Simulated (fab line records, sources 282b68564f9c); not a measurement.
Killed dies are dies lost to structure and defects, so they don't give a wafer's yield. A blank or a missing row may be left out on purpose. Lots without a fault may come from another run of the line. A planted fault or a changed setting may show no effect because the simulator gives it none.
Problem report in the 8D (eight disciplines) form, filled by code | flow rit_cmos | the parts of the form that need people (team, actions taken, sign-off) are left out

1. THE PROBLEM
tilt_deg at RIT_PRETRO_IMPLANT_08 reads a mean of 5.253 degrees on 6 wafers of 2 lots; wafers without a fault read 7.003 degrees with a standard deviation of 0.021. That is -83 standard deviations from the usual mean.
First seen on wafer L252.1, day 5 00:01, on implanter-03. The record holds 42 wafers of 14 lots with a number at this step. Rule for "out", or "out of limits": more than 4 standard deviations from the usual mean. The other wafers with a number count as sound.

2. WHAT IT IS AND WHAT IT IS NOT
question                    | is                     | is not
which readings at this step | tilt_deg               | dose_ions_cm2
which lots                  | L252, L259             | L240, L244, L245, L246, L247, L248, L250, L251, L254, L260, L261, L262
which wafers of those lots  | all that have a number | -
read on which tools         | implanter-03           | implanter-02, implanter-04
when                        | from day 5 00:01       | up to then (24 sound wafers); but 12 sound wafers of L254, L260, L261, L262 came after

3. SUSPECTS, AND WHAT RULES EACH OUT
Counting: a tool at a process step up to the reading stays a suspect if it ran every lot that is out and no sound lot after the first of them.
- implanter-03 at RIT_PRETRO_IMPLANT_08: kept. It ran every lot that is out, first L252 (day 5 00:01), and no sound lot after that; its last sound lot up to then is L250 (day 4 17:54). Its own readings are out on those wafers: tilt_deg.
Left after counting: implanter-03 at RIT_PRETRO_IMPLANT_08.

4. THE CAUSE (what the simulator had put in)
Process parameter drift: implanter-03, from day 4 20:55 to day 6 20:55, at RIT_PRETRO_IMPLANT_08. Setting tilt_deg, moved by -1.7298, from 7. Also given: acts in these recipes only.
Counting left only this tool.

5. THE CHAIN OF EFFECTS, in route order
Each row: a reading whose mean over the struck wafers that have a number lies more than 3 standard deviations from the usual. Only readings for which the record gives a usual standard deviation are gone through. hours: the time from each lot's start at the first step in this table that gives one to its start at this step, as a median over the lots. sigmas: the change in usual standard deviations.
hours | step                  | reading  | usual         | on struck wafers | change | sigmas
0     | RIT_PRETRO_IMPLANT_08 | tilt_deg | 7.003 degrees | 5.253            | -1.750 | -83
The process steps in it:
- RIT_PRETRO_IMPLANT_08

6. WHAT WOULD HAVE CAUGHT IT SOONER
In this record the first reading out of limits was taken at day 5 00:01, 3 hours after the fault began at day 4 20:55.
